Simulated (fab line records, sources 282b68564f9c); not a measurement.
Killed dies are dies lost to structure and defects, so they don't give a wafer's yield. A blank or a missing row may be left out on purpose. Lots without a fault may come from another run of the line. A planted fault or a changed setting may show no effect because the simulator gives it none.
Split-lot experiment | flow rit_cmos | 5 lots, 23 wafers read, on a route of 202 steps

THE SPLIT
At RIT_ACTIVE_ETCH_13 (etches Si3N4 in SF6, stops on SiO2, time 210 s, target depth 210 nm), the setting rf_w was moved away from the recipe's 125 W on 8 of the 23 wafers read, by -11.9% to +7.9%. The other wafers ran this setting at the recipe's value.

The reading is taken at the split's own step.

THE READING
NOVOLAK_of_ACTIVE_COAT_06.thk_nm (the simulator's own value, which no gauge read), in nm, at RIT_ACTIVE_ETCH_13 (etches Si3N4 in SF6, stops on SiO2, time 210 s, target depth 210 nm). The file gives no usual value for it. The 15 wafers here that ran the recipe average 648.8 nm, standard deviation 6.2 nm.

wafer  | tool, chamber at the split | rf_w as run, W | against the recipe | NOVOLAK_of_ACTIVE_COAT_06.thk_nm, nm | against lot-mates on the recipe
L075.2 | rie_diel-01, 1             | 125            | recipe             | 637.6                                | -
L075.3 | rie_diel-01, 0             | 125            | recipe             | 642.9                                | -
L075.4 | rie_diel-01, 3             | 125            | recipe             | 647.5                                | -
L075.5 | rie_diel-01, 3             | 125            | recipe             | 649.1                                | -
L075.6 | rie_diel-01, 2             | 125            | recipe             | 644.2                                | -
L076.1 | rie_diel-03, 2             | 110.1          | -11.9%             | 687.5                                | +32.6
L076.2 | rie_diel-03, 0             | 125            | recipe             | 656.7                                | -
L076.3 | rie_diel-03, 3             | 125            | recipe             | 653.1                                | -
L076.4 | rie_diel-03, 1             | 110.1          | -11.9%             | 683.5                                | +28.6
L076.5 | rie_diel-03, 3             | 110.1          | -11.9%             | 678.7                                | +23.8
L080.1 | rie_diel-01, 0             | 125            | recipe             | 647.3                                | -
L080.2 | rie_diel-01, 3             | 125            | recipe             | 653.9                                | -
L080.5 | rie_diel-01, 1             | 125            | recipe             | 635.8                                | -
L081.2 | rie_diel-02, 1             | 125            | recipe             | 651                                  | -
L081.3 | rie_diel-02, 3             | 112.8          | -9.8%              | 660.4                                | +10.1
L081.4 | rie_diel-02, 2             | 112.8          | -9.8%              | 671.7                                | +21.4
L081.5 | rie_diel-02, 1             | 125            | recipe             | 649.6                                | -
L081.6 | rie_diel-02, 2             | 112.8          | -9.8%              | 671.6                                | +21.3
L083.1 | rie_diel-03, 0             | 125            | recipe             | 653.2                                | -
L083.3 | rie_diel-03, 1             | 125            | recipe             | 653.5                                | -
L083.4 | rie_diel-03, 2             | 125            | recipe             | 657.3                                | -
L083.5 | rie_diel-03, 3             | 134.9          | +7.9%              | 622                                  | -32.7
L083.6 | rie_diel-03, 0             | 134.9          | +7.9%              | 634.1                                | -20.6

THE FIT
A straight line over all 23 wafers: NOVOLAK_of_ACTIVE_COAT_06.thk_nm changes by -2.54 nm for each +1% of rf_w; r = -0.91; the points scatter about the line by 6.6 nm.
The same after taking each lot's own level away (the mean of its wafers on the recipe; 23 wafers): -2.42 nm for each +1%; r = -0.93; scatter 5.5 nm.
On that fit, the largest move of rf_w shifts the reading by 29 nm.
The lots' own levels span 644.26 to 654.90 nm, that is 1.7 times the standard deviation above.
So the lot-to-lot level changes the slope little: the two slopes agree.
Check: with one of the wafers moved furthest among these (-11.9%) left out of the fit, the line predicts +26.2 nm for it against its lot-mates. It came out at +32.6 nm against them.

OTHER SPLITS ON THESE WAFERS
These wafers also went through other splits before the reading. Each is held against what the fit with the lots' levels taken away leaves over:
other split on the same wafers       | wafers away from the commonest value | r with NOVOLAK_of_ACTIVE_COAT_06.thk_nm (lot level and that fit taken away)
RIT_ACTIVE_CVD_03 time_s             | 15                                   | +0.08
RIT_ACTIVE_DEVELOP_10 develop_time_s | 9                                    | +0.02

THE FILE'S OWN FIT
NOVOLAK_of_ACTIVE_COAT_06.thk_nm changes by -2.4 nm for each +1% of rf_w, r = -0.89.
